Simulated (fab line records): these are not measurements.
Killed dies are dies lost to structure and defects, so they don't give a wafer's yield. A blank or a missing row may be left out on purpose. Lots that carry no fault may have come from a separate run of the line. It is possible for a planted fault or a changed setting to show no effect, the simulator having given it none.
Check for tools in common | flow rit cmos | 14 lots and 48 wafers in the sample

== WHY THIS WAS OPENED ==
Of 14 lots, 2 have the reading NRETRO_TW flagged at RIT_NRETRO_TW_MEAS_10. Fault-free wafers read 1057, with a standard deviation of 5.5.
Rule: a lot gets a flag if all its wafers with a number sit over 4 standard deviations from that mean, or if no wafer of it has a number. The other lots count as sound.

lot  | measured    | on            | NRETRO_TW, wafer by wafer | flag
L729 | day 2 21:37 | film metro-03 | 1055 1061 1059            |
L731 | day 3 05:04 | film metro-02 | 1044 1043 1042            |
L732 | day 3 12:44 | film metro-03 | 1063 1058 1062            |
L733 | day 3 16:07 | film metro-04 | 1053 1057 1055            |
L734 | day 3 19:25 | film metro-04 | 1049 1058 1057            |
L738 | day 4 19:38 | film metro-03 | 980 981 983 980 982 982   | FLAGGED
L740 | day 5 05:33 | film metro-03 | 967 968 974 972 973 973   | FLAGGED
L741 | day 5 09:28 | film metro-04 | 1062 1064 1063            |
L742 | day 5 12:07 | film metro-04 | 1053 1056 1057            |
L744 | day 6 00:02 | film metro-02 | 1055 1049 1056            |
L745 | day 6 03:53 | film metro-03 | 1059 1057 1059            |
L746 | day 6 09:08 | film metro-04 | 1056 1053 1057            |
L748 | day 6 17:28 | film metro-02 | 1057 1059 1049            |
L750 | day 7 05:42 | film metro-03 | 1062 1056 1066            |
The numbers of the flagged lots are 976 on average: -81 against the usual, or -15 standard deviations.

== WHICH TOOL EACH LOT WENT THROUGH ==
The record holds 1 process step before the reading, out of a route of 202 steps. Every cell lists first the tool, next ch and the chambers used by the sampled wafers, and last the start.
lot  | flag    | RIT_NRETRO_IMPLANT_08
L729 |         | implanter-04 ch 0, day 2 21:17
L731 |         | implanter-01 ch 0, day 3 04:46
L732 |         | implanter-01 ch 0, day 3 12:25
L733 |         | implanter-04 ch 0, day 3 15:47
L734 |         | implanter-04 ch 0, day 3 19:08
L738 | FLAGGED | implanter-04 ch 0, day 4 19:15
L740 | FLAGGED | implanter-04 ch 0, day 5 05:14
L741 |         | implanter-01 ch 0, day 5 09:08
L742 |         | implanter-03 ch 0, day 5 11:48
L744 |         | implanter-03 ch 0, day 5 23:43
L745 |         | implanter-03 ch 0, day 6 03:34
L746 |         | implanter-01 ch 0, day 6 08:49
L748 |         | implanter-03 ch 0, day 6 17:08
L750 |         | implanter-01 ch 0, day 7 05:23
What the steps here do:
- RIT_NRETRO_IMPLANT_08
- RIT_NRETRO_TW_MEAS_10

== FLAGGED OVER TOTAL, TOOL BY TOOL (the gauges that took the reading come last) ==
step                  | tool          | lots run | flagged | share of the flagged lots | sound lots run after its first flagged lot
RIT_NRETRO_IMPLANT_08 | implanter-01  | 5        | 0       | none                      | -
RIT_NRETRO_IMPLANT_08 | implanter-03  | 4        | 0       | none                      | -
RIT_NRETRO_IMPLANT_08 | implanter-04  | 5        | 2       | all                       | 0
RIT_NRETRO_TW_MEAS_10 | film metro-02 | 3        | 0       | none                      | -
RIT_NRETRO_TW_MEAS_10 | film metro-03 | 6        | 2       | all                       | 2 (L745,L750)
RIT_NRETRO_TW_MEAS_10 | film metro-04 | 5        | 0       | none                      | -

== THE TABLE: WHAT IT ALLOWS ==
Rows of the table that ran all the flagged lots, 2 in number: implanter-04 at RIT_NRETRO_IMPLANT_08; film metro-03 at RIT_NRETRO_TW_MEAS_10.
- implanter-04 at RIT_NRETRO_IMPLANT_08 ran 5 lots, 2 of them flagged. It ran its last sound lot, L734, at day 3 19:08 and its first flagged lot, L738, at day 4 19:15: a fault with its onset between the two fits. Its own readings (dose ions cm2, faraday current uA) fall more than 4 standard deviations out on all wafers of the flagged lots.
- film metro-03 at RIT_NRETRO_TW_MEAS_10 ran 6 lots, 2 of them flagged. After the first flagged lot (L745, L750), sound lots still ran on it; a lasting fault on the whole tool would not permit that.
One tool is left: implanter-04 at RIT_NRETRO_IMPLANT_08.

== WHAT THE SIMULATOR HAD PUT IN ==
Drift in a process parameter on implanter-04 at RIT_NRETRO_IMPLANT_08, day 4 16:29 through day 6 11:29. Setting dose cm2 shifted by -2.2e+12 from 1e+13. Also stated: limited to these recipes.
Lots struck among those shown: L738, L740. The rule above reached the same finding.
